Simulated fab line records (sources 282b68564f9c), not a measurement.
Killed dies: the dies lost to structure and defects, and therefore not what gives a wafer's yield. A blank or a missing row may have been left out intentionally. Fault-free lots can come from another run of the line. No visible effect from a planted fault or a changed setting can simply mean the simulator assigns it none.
fab line records    flow rit-cmos
record: lots: 6  wafers: 18  last-day: 7
route steps=202 shown NSD@138 PSD@142 SDANNEAL@153 M1@202
lots that met no fault: taken from a fault-free run of the same line
start-h: start of the lot's first displayed wafer, in hours after the record's first day    wait-h: time in hours since the lot's previous step    " the same as in the row above    L1.1+2: a single row standing in for several wafers    - no value present, or no start provided    * or withheld: withheld    < > ~ a bound
route shown NAME@n: NAME is a module with steps in the file, n the number in the route of the first one    usual: the fault-free wafers' mean and standard deviation    same: alike in all rows    chamber/n: place in a boat    sites: per-site readings    _std_site: how widely they spread, as a standard deviation    _edge_site: mean of outer sites minus mean of inner sites    radius-mm: how far each site lies from the wafer's centre    mask NAME#n: copy n    behind: the tool/chamber that last shaped the wafer    hold: why the lot went on hold/how many hours it stayed there/how the hold came to an end    device: the transistor (n, p or np) that didn't switch    end of line: tests of these same wafers at the route's end    for a step that has no rows: nothing shown but its recipe    killed: the dies lost at the first sort to structure and to defects; this is not the yield of the wafer    map: per-die view of a wafer (x killed, . not killed, _ where there is no die)
set.NAME: the setting that was run; set.NAME@STEP: the one run at that earlier step    model.NAME: the simulator's own value behind a step, which no gauge read
a table for each step, a row for each wafer; lots at some steps of the route
services: when a tool's chamber went out of use (start-h, in hours from the record's first day, below 0 if earlier), for how many hours, and the reason
== steps ==
step: RIT_NSD_HARDBAKE_07
recipe: resist: NOVOLAK  temp-c: 140  time-s: 60
step: RIT_NSD_IMPLANT_08
recipe: species: P  energy-kev: 25  dose-cm2: 1e+15  tilt-deg: 7
step: RIT_NSD_STRIP_09
recipe: chemistry: O2  time-s: 180  resist: NOVOLAK  platen-temp-c: withheld  power-w: 500  pressure-mtorr: 4000  o2-flow-sccm: 4000
usual: drypump-motor-current-A: 5.9/0.41
lot.wafer  tool             chamber  start-h  wait-h  drypump-motor-current-A  rf-hours-counter-h
L215.2     plasma-asher-02  0        58.22    0.1     6.3                      42
L215.3     "                0        "        "       6.3                      -
L215.5     "                1        "        "       5.9                      -
L218.1     plasma-asher-03  0        72.21    0.1     5.9                      28
L218.3     "                0        "        "       5.9                      -
L218.4     "                1        "        "       5.8                      -
L226.1     plasma-asher-02  0        112.73   0.1     6.3                      48
L226.5     "                0        "        "       6.3                      -
L226.6     "                1        "        "       5.9                      -
L229.1     plasma-asher-01  1        123.93   0.1     6.3                      50
L229.5     "                1        "        "       6.2                      -
L229.6     "                0        "        "       5.0                      -
L235.1     plasma-asher-01  1        154.38   0.1     6.3                      53
L235.2     "                0        "        "       5.1                      53
L235.5     "                1        "        "       6.3                      -
L237.2     plasma-asher-03  0        163.95   0.1     5.9                      37
L237.3     "                1        "        "       5.8                      -
L237.6     "                1        "        "       5.8                      -
step: RIT_NSD_TW_MEAS_10
usual: NSD_TW: 3134/21
lot.wafer  tool           chamber  start-h  wait-h  NSD_TW
L215.2     film-metro-03  -        58.41    0.1     3163
L215.3     "              -        "        "       3147
L215.5     "              -        "        "       3179
L218.1     film-metro-04  -        72.38    0.1     3129
L218.3     "              -        "        "       3136
L218.4     "              -        "        "       3144
L226.1     film-metro-04  -        112.91   0.1     3136
L226.5     "              -        "        "       3140
L226.6     "              -        "        "       3135
L229.1     film-metro-03  -        124.11   0.1     3156
L229.5     "              -        "        "       3148
L229.6     "              -        "        "       3147
L235.1     film-metro-04  -        154.56   0.1     3133
L235.2     "              -        "        "       3127
L235.5     "              -        "        "       3130
L237.2     film-metro-03  -        164.13   0.1     3152
L237.3     "              -        "        "       3141
L237.6     "              -        "        "       3154
step: RIT_PSD_HMDS_00
recipe: prime-time-s: 60  prime-temp-c: 140
step: RIT_PSD_COAT_01
recipe: resist: NOVOLAK  spin-rpm: 3250  resist-thk-nm: 1000
step: RIT_PSD_SOFTBAKE_02
recipe: resist: NOVOLAK  temp-c: 90  time-s: 60
step: RIT_PSD_EXPOSE_03
recipe: mask-id: M10  na: 0.57  target-cd-nm: 40900  dose-mj: 250
step: RIT_PSD_PEB_04
recipe: resist: NOVOLAK  temp-c: withheld  time-s: withheld
step: RIT_PSD_DEVELOP_05
recipe: resist: NOVOLAK  develop-time-s: 50  dev-temp-c: 23
step: RIT_PSD_OVL_MEAS_06
usual: PSD_OVL: -0.5/1.4
lot.wafer  tool        chamber  start-h  wait-h  PSD_OVL[nm]
L215.2     overlay-01  -        59.31    -       -0.9
L215.3     "           -        "        "       -3.0
L215.5     "           -        "        "       -2.1
L218.1     overlay-02  -        73.33    -       1.0
L218.3     "           -        "        "       0.3
L218.4     "           -        "        "       -3.4
L226.1     overlay-01  -        113.94   -       -0.4
L226.5     "           -        "        "       -1.3
L226.6     "           -        "        "       -0.5
L229.1     overlay-02  -        125.14   -       -0.2
L229.5     "           -        "        "       2.2
L229.6     "           -        "        "       0.6
L235.1     overlay-02  -        155.47   -       -2.5
L235.2     "           -        "        "       0.0
L235.5     "           -        "        "       0.3
L237.2     overlay-01  -        165.04   -       -0.1
L237.3     "           -        "        "       -0.4
L237.6     "           -        "        "       -1.9
step: RIT_PSD_HARDBAKE_07
recipe: resist: NOVOLAK  temp-c: 140  time-s: 60
step: RIT_PSD_IMPLANT_08
recipe: species: BF2  energy-kev: 27  dose-cm2: 5e+15  tilt-deg: 7
usual: beam-energy-keV: 26.999/0.0087
lot.wafer  tool          chamber  start-h  wait-h  beam-energy-keV  model.implant.rp-nm  model.implant.drp-nm
L215.2     implanter-02  0        59.52    0.1     26.985           22.25                12.05
L215.3     "             0        "        "       26.989           22.25                12.05
L215.5     "             0        "        "       27.002           22.25                12.05
L218.1     implanter-03  0        73.52    0.1     27.018           21.23                12.05
L218.3     "             0        "        "       27.029           21.23                12.05
L218.4     "             0        "        "       26.998           21.23                12.05
L226.1     implanter-03  0        114.13   0.1     25.111           20.16                11.45
L226.5     "             0        "        "       25.102           20.16                11.45
L226.6     "             0        "        "       25.122           20.16                11.45
L229.1     implanter-03  0        125.33   0.1     25.108           21.16                11.45
L229.5     "             0        "        "       25.104           21.16                11.45
L229.6     "             0        "        "       25.116           21.16                11.45
L235.1     implanter-02  0        155.66   0.1     27.015           22.95                12.05
L235.2     "             0        "        "       26.991           22.95                12.05
L235.5     "             0        "        "       27.004           22.95                12.05
L237.2     implanter-01  0        165.24   0.1     27.005           21.69                12.05
L237.3     "             0        "        "       27.007           21.69                12.05
L237.6     "             0        "        "       27.006           21.69                12.05
step: RIT_PSD_STRIP_09
recipe: chemistry: O2  time-s: 180  resist: NOVOLAK  platen-temp-c: withheld  power-w: 500  pressure-mtorr: 4000  o2-flow-sccm: 4000
usual: drypump-motor-current-A: 5.8/0.33
lot.wafer  tool             chamber  start-h  wait-h  drypump-motor-current-A  rf-hours-counter-h
L215.2     plasma-asher-03  1        59.64    0.1     5.8                      26
L215.3     "                0        "        "       5.9                      -
L215.5     "                0        "        "       5.9                      -
L218.1     plasma-asher-04  1        73.67    0.1     5.5                      42
L218.3     "                0        "        "       6.2                      -
L218.4     "                1        "        "       5.5                      -
L226.1     plasma-asher-03  1        114.28   0.1     5.8                      32
L226.5     "                0        "        "       5.9                      -
L226.6     "                1        "        "       5.8                      -
L229.1     plasma-asher-04  0        125.48   0.1     6.2                      1
L229.5     "                1        "        "       5.5                      -
L229.6     "                0        "        "       6.2                      -
L235.1     plasma-asher-03  1        155.81   0.1     5.8                      36
L235.2     "                0        "        "       5.9                      36
L235.5     "                0        "        "       6.0                      -
L237.2     plasma-asher-01  0        165.37   0.1     5.1                      54
L237.3     "                0        "        "       5.0                      -
L237.6     "                0        "        "       5.0                      -
step: RIT_PSD_TW_MEAS_10
usual: PSD_TW: 3440/28
lot.wafer  tool           chamber  start-h  wait-h  PSD_TW
L215.2     film-metro-04  -        59.83    0.1     3436
L215.3     "              -        "        "       3433
L215.5     "              -        "        "       3431
L218.1     film-metro-04  -        73.84    0.1     3428
L218.3     "              -        "        "       3441
L218.4     "              -        "        "       3428
L226.1     film-metro-03  -        114.46   0.1     3413
L226.5     "              -        "        "       3402
L226.6     "              -        "        "       3416
L229.1     film-metro-03  -        125.66   0.1     3414
L229.5     "              -        "        "       3413
L229.6     "              -        "        "       3404
L235.1     film-metro-04  -        155.98   0.1     3469
L235.2     "              -        "        "       3463
L235.5     "              -        "        "       3444
L237.2     film-metro-03  -        165.55   0.1     3440
L237.3     "              -        "        "       3443
L237.6     "              -        "        "       3459
step: RIT_SDANNEAL_CLEAN_00
recipe: chemistry: SC1  mix: 3:3:50  time-s: 600  temp-c: 75
step: RIT_SDANNEAL_CLEAN_01
recipe: chemistry: dHF  dilution: 50:1  time-s: 30
step: RIT_SDANNEAL_CLEAN_02
recipe: chemistry: SC2  mix: 3:3:50  time-s: 600  temp-c: 75  dry: n2-spin
step: RIT_SDANNEAL_RTA_03
recipe: temp-c: 1050  time-s: 5  idle-temp-c: 600  ramp-up-c-per-s: 342  ramp-down-c-per-s: 171  cool-to-c: 600  ambient: N2
usual: ramp-up-c-per-s: 341.99/0.062  wafer_temp_C_max: 1053.5/1.1
lot.wafer  tool           chamber  start-h  wait-h  ramp-up-c-per-s  wafer_temp_C_max
L215.2     rtp-anneal-02  0        60.26    0.0     342.13           1053.3
L215.3     "              0        "        "       341.95           1055.1
L215.5     "              0        "        "       342.00           1052.2
L218.1     rtp-anneal-01  0        74.28    0.0     342.10           1052.3
L218.3     "              0        "        "       342.03           1052.5
L218.4     "              0        "        "       342.04           1053.5
L226.1     rtp-anneal-01  0        114.88   0.0     341.95           1053.9
L226.5     "              0        "        "       342.02           1055.7
L226.6     "              0        "        "       341.93           1054.0
L229.1     rtp-anneal-02  0        126.10   0.0     342.11           1055.6
L229.5     "              0        "        "       341.93           1052.7
L229.6     "              0        "        "       341.86           1054.0
L235.1     rtp-anneal-02  0        156.44   0.0     342.07           1054.0
L235.2     "              0        "        "       341.93           1053.1
L235.5     "              0        "        "       342.08           1053.5
L237.2     rtp-anneal-02  0        166.01   0.0     341.99           1057.8
L237.3     "              0        "        "       341.91           1055.2
L237.6     "              0        "        "       341.94           1052.8
step: RIT_SDANNEAL_RS_MEAS_04
recipe: thk-meas-gauge: four-point-probe
usual: PSD_RS: 115.82/0.29
lot.wafer  tool           chamber  start-h  wait-h  PSD_RS[ohm/sq]
L215.2     film-metro-01  -        60.32    0.1     116.17
L215.3     "              -        "        "       115.99
L215.5     "              -        "        "       116.00
L218.1     film-metro-04  -        74.34    0.0     116.23
L218.3     "              -        "        "       116.03
L218.4     "              -        "        "       115.28
L226.1     film-metro-01  -        114.94   0.0     120.71
L226.5     "              -        "        "       120.58
L226.6     "              -        "        "       120.43
L229.1     film-metro-03  -        126.16   0.0     119.70
L229.5     "              -        "        "       120.31
L229.6     "              -        "        "       120.38
L235.1     film-metro-01  -        156.50   0.0     115.77
L235.2     "              -        "        "       115.90
L235.5     "              -        "        "       115.63
L237.2     film-metro-04  -        166.08   0.1     115.45
L237.3     "              -        "        "       115.18
L237.6     "              -        "        "       115.30
step: RIT_SDANNEAL_RS_MEAS_05
recipe: thk-meas-gauge: four-point-probe
usual: NSD_RS: 84.5/0.31
lot.wafer  tool           chamber  start-h  wait-h  NSD_RS[ohm/sq]
L215.2     film-metro-01  -        60.44    0.1     84.8
L215.3     "              -        "        "       84.4
L215.5     "              -        "        "       84.7
L218.1     film-metro-04  -        74.46    0.1     84.1
L218.3     "              -        "        "       84.2
L218.4     "              -        "        "       84.2
L226.1     film-metro-01  -        115.06   0.1     84.4
L226.5     "              -        "        "       84.1
L226.6     "              -        "        "       84.2
L229.1     film-metro-03  -        126.28   0.1     84.6
L229.5     "              -        "        "       85.1
L229.6     "              -        "        "       84.9
L235.1     film-metro-01  -        156.62   0.1     84.6
L235.2     "              -        "        "       84.5
L235.5     "              -        "        "       84.4
L237.2     film-metro-04  -        166.20   0.1     84.0
L237.3     "              -        "        "       84.2
L237.6     "              -        "        "       84.3
step: RIT_M1_PROBE_99
usual: killed-at-front-end: 7/3.2  killed-dies: 7/3.2  killed-open: 3.6/2.1  killed-short: 3.5/2
same: gross-dies: 264  killed_at_M0_to_M3: 0  killed_at_M4_up: 0  killed-at-back-side: 0  killed-at-contacts: 0  killed-at-other: 0
lot.wafer  tool       chamber  start-h  wait-h  killed-at-front-end  killed-dies  killed-open  killed-short  model.etest.contact-pplus.end-ohm-um  model.etest.vpnp.gain
L215.2     prober-01  -        67.78    0.1     13                   13           6            7             42.62                                 1.045
L215.3     prober-01  -        67.83    0.2     9                    9            4            5             43.36                                 1.081
L215.5     prober-01  -        67.93    0.2     8                    8            6            2             42.73                                 1.1
L218.1     prober-02  -        81.59    0.1     6                    6            4            2             44.95                                 1.016
L218.3     prober-02  -        81.69    0.2     7                    7            2            5             45.16                                 1.008
L218.4     prober-02  -        81.74    0.2     7                    7            1            6             44.94                                 1.026
L226.1     prober-02  -        122.51   0.1     7                    7            4            3             48.07                                 0.9728
L226.5     prober-02  -        122.71   0.2     8                    8            6            2             49.21                                 0.9707
L226.6     prober-02  -        122.76   0.2     5                    5            3            2             48.03                                 0.9607
L229.1     prober-01  -        133.79   0.1     4                    4            1            3             44.12                                 1.014
L229.5     prober-01  -        133.99   0.2     11                   11           8            3             46.61                                 1.025
L229.6     prober-01  -        134.04   0.2     12                   12           4            8             46.77                                 0.9959
L235.1     prober-01  -        163.88   0.1     10                   10           7            3             41.04                                 1.118
L235.2     prober-01  -        163.93   0.1     9                    9            4            5             42.59                                 1.133
L235.5     prober-01  -        164.08   0.2     6                    6            3            3             41.82                                 1.094
L237.2     prober-01  -        173.73   0.1     2                    2            1            1             43.8                                  1.061
L237.3     prober-01  -        173.78   0.2     10                   10           6            4             44.13                                 1.026
L237.6     prober-01  -        173.93   0.2     9                    9            5            4             42.77                                 1.048
killed by level:class
L215.2 FOX2:geometric-particle:short=2 GATE:geometric-particle:short=2 GATE:geometric-particle:open=2 SPACER:geometric-particle:short=2 SPACER:geometric-particle:open=2 FOX2:geometric-particle:open=1 SILICIDE:geometric-particle:open=1 SILICIDE:geometric-particle:short=1
L215.3 GATE:geometric-particle:short=3 REOX:geometric-particle:open=2 FOX2:geometric-particle:short=1 FOX2:geometric-particle:open=1 GATE:geometric-particle:open=1 SPACER:geometric-particle:short=1
L215.5 GATE:geometric-particle:open=3 SPACER:geometric-particle:open=2 FOX1:geometric-particle:short=1 FOX2:geometric-particle:open=1 GATE:geometric-particle:short=1
L218.1 GATE:geometric-particle:short=2 FOX1:geometric-particle:open=1 GATE:geometric-particle:open=1 SPACER:geometric-particle:open=1 SILICIDE:geometric-particle:open=1
L218.3 GATE:geometric-particle:short=4 ACTIVE:geometric-particle:open=1 SILICIDE:geometric-particle:short=1 SILICIDE:geometric-particle:open=1
L218.4 SPACER:geometric-particle:short=4 GATE:geometric-particle:short=2 SPACER:geometric-particle:open=1
L226.1 FOX1:geometric-particle:open=2 GATE:geometric-particle:short=1 GATE:geometric-particle:open=1 REOX:geometric-particle:short=1 SPACER:geometric-particle:short=1 SPACER:geometric-particle:open=1
L226.5 FOX1:geometric-particle:open=2 SILICIDE:geometric-particle:open=2 FOX1:geometric-particle:short=1 GATE:geometric-particle:open=1 SPACER:geometric-particle:short=1 SPACER:geometric-particle:open=1
L226.6 GATE:geometric-particle:open=2 GATE:geometric-particle:short=1 SPACER:geometric-particle:short=1 SPACER:geometric-particle:open=1
L229.1 SPACER:geometric-particle:short=2 FOX2:geometric-particle:short=1 SPACER:geometric-particle:open=1
L229.5 FOX2:geometric-particle:open=4 GATE:geometric-particle:open=3 FOX1:geometric-particle:short=1 FOX2:geometric-particle:short=1 GATE:geometric-particle:short=1 SILICIDE:geometric-particle:open=1
L229.6 GATE:geometric-particle:open=4 SILICIDE:geometric-particle:short=3 FOX2:geometric-particle:short=2 FOX1:geometric-particle:short=1 GATE:geometric-particle:short=1 REOX:geometric-particle:short=1
L235.1 GATE:geometric-particle:open=7 GATE:geometric-particle:short=2 SILICIDE:geometric-particle:short=1
L235.2 FOX1:geometric-particle:short=3 FOX1:geometric-particle:open=1 GATE:geometric-particle:short=1 GATE:geometric-particle:open=1 SPACER:geometric-particle:open=1 SILICIDE:geometric-particle:open=1 SILICIDE:geometric-particle:short=1
L235.5 GATE:geometric-particle:open=2 FOX1:geometric-particle:open=1 GATE:geometric-particle:short=1 REOX:geometric-particle:short=1 SILICIDE:geometric-particle:short=1
L237.2 FOX2:geometric-particle:open=1 SILICIDE:geometric-particle:short=1
L237.3 FOX2:geometric-particle:open=3 GATE:geometric-particle:short=2 GATE:geometric-particle:open=1 REOX:geometric-particle:short=1 REOX:geometric-particle:open=1 SPACER:geometric-particle:short=1 SILICIDE:geometric-particle:open=1
L237.6 FOX1:geometric-particle:short=2 GATE:geometric-particle:open=2 SILICIDE:geometric-particle:short=2 REOX:geometric-particle:open=1 SPACER:geometric-particle:open=1 SILICIDE:geometric-particle:open=1
== services ==
tool             chamber  start-h  hours  kind
implanter-02     -        49.08    4.7    repair
implanter-03     -        74.79    0.5    repair
implanter-02     -        76.74    31.7   pm
implanter-03     -        99.48    5.8    pm
plasma-asher-04  -        108.75   9.0    pm
plasma-asher-04  0        108.75   9.0    vent-cycle
plasma-asher-04  1        108.75   9.0    vent-cycle
plasma-asher-03  -        109.64   4.5    repair
plasma-asher-04  0        117.75   -      clean
plasma-asher-04  1        117.75   -      clean
implanter-01     -        121.60   10.1   repair
implanter-03     -        122.29   1.3    repair
implanter-03     -        131.01   1.3    repair
plasma-asher-04  -        135.38   1.3    repair
plasma-asher-04  -        138.57   1.2    repair
== key ==
first-sign: step: RIT_PSD_IMPLANT_08  reading: beam-energy-keV  direction: down  sigmas: 99+  usual: 26.999  struck: 25.110
effect: step: RIT_SDANNEAL_RS_MEAS_04  reading: PSD_RS  direction: up  sigmas: 16  usual: 115.82  struck: 120.35
model-effect: step: RIT_PSD_IMPLANT_08  value: implant.rp-nm  without: 21.9  struck: 20.66
model-effect: step: RIT_M1_PROBE_99  value: etest.contact-pplus.end-ohm-um  without: 44.16  struck: 47.14
met-at RIT_PSD_IMPLANT_08
struck-wafers L226.1,L226.5,L226.6,L229.1,L229.5,L229.6
tester-left-out L226,L229
onset-between 73.52 114.13
earlier-fault: kind: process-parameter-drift  tool: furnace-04  chamber: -  onset-h: 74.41  steps: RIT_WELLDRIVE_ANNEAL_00  channel: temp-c  offset: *  shape: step  end-h: 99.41  acts-in: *  stated: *
fault: kind: process-parameter-drift  tool: implanter-03  chamber: -  onset-h: 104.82  steps: RIT_PSD_IMPLANT_08  channel: energy-kev  offset: -1.89  shape: step  end-h: 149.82  acts-in: these-recipes-only  stated: 27
tester-left-out: of these lots the tester's yield and bins aren't shown, on N5 and GAA mostly nor the transistor test; their killed dies are dies lost to structure and defects alone, not to doping, threshold or leakage, so they don't give the yield
